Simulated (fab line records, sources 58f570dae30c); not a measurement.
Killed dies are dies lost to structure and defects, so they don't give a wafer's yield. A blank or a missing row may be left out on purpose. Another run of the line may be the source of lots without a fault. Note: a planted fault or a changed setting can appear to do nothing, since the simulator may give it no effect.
Struck lot and sound lot, side by side | flow berkeley_cmos170 | 13 steps out of a route of 331
Sound: wafers L442.2, L442.3, L442.6. Struck: wafers L453.2, L453.3, L453.6. At the end, the cause is stated.
At each step with rows: each side's tool, then ch and its chambers, then its first start. Under that, the readings that differ: sound wafers | struck wafers | difference of the means | sigmas: that difference in standard deviations of wafers without a fault.
alike: readings with means less than 2 such deviations apart, plus words and numbers identical on both sides. not compared: withheld readings, readings lacking a value on some wafer, bounds such as >300 that could conceal the same value, and numbers that have no deviation in the record and whose values overlap.
A row with sigmas, a row that says differs or no value, or rows on one side alone: a step with any of these is where the two part. Numbers that don't overlap but have no deviation are shown without sigmas and don't part them. Lack of a reading on every wafer of one side parts them only where that side has two or more wafers.

first, 5 steps without rows for these wafers: UCB170_PWELL_COAT_08 (resist thk 890.8 nm); UCB170_PWELL_SOFTBAKE_09 (time 60 s); UCB170_PWELL_EXPOSE_10 (exposes mask PWELL, target cd 3000 nm); UCB170_PWELL_PEB_11; UCB170_PWELL_DEVELOP_12 (develop time 45 s).
UCB170_PWELL_OVL_MEAS_13:
  struck on overlay-01, day 6 03:25; sound on overlay-01, day 3 16:39
  alike: PWELL_OVL
UCB170_PWELL_ETCH_14: etches Si3N4 in CH3F/Ar/O2, stops on SiO2, target depth 242 nm, time 151 s.
  sound on rie_diel-02 ch 0,1,3, day 3 16:41; struck on rie_diel-02 ch 3, day 6 03:26
  alike: CH3F_flow_sccm, O2_flow_sccm, drypump_motor_current_A, oes_product_au, throttle_valve_pct
  not compared: rf_hours_counter_h
next, for these wafers, 1 step has no rows: UCB170_PWELL_IMPLANT_15.
UCB170_PWELL_STRIP_16: strips in O2.
  sound on plasma_asher-01 ch 0,1, day 3 16:56; struck on plasma_asher-03 ch 0,1, day 6 03:44
  reading                      | sound             | struck            | difference | sigmas
  strip_time_to_endpoint_s (s) | 17.97 17.89 17.92 | 17.71 17.72 17.74 | -0.20      | -2
  alike: drypump_motor_current_A, oes_product_au
  not compared: rf_hours_counter_h
UCB170_PWELL_TW_MEAS_17:
  struck on film_metro-01, day 6 03:51; sound on film_metro-03, day 3 17:02
  reading  | sound       | struck      | difference | sigmas
  PWELL_TW | 378 380 379 | 389 385 387 | +8         | +2
then, 2 steps without rows for these wafers: UCB170_PWELL_CLEAN_18 (cleans in SPM, time 600 s); UCB170_PWELL_WET_ETCH_19 (etches Si3N4 in H3PO4, time 14400 s).
UCB170_PWELL_WET_ETCH_20: etches SiO2 in BOE, time 22 s.
  sound on wet_bench-04 ch 0, day 3 22:08; struck on wet_bench-02 ch 0, day 6 08:24
  no value came back on the struck wafers for bath_heat_duty_pct (%), run_length_s (s); on the sound wafers bath_heat_duty_pct (%) reads 6.4 5.4 6.7

## WHERE THEY PART
At UCB170_PWELL_STRIP_16 first; at UCB170_PWELL_WET_ETCH_20 last (within this record only).

WHY: what the simulator had put in
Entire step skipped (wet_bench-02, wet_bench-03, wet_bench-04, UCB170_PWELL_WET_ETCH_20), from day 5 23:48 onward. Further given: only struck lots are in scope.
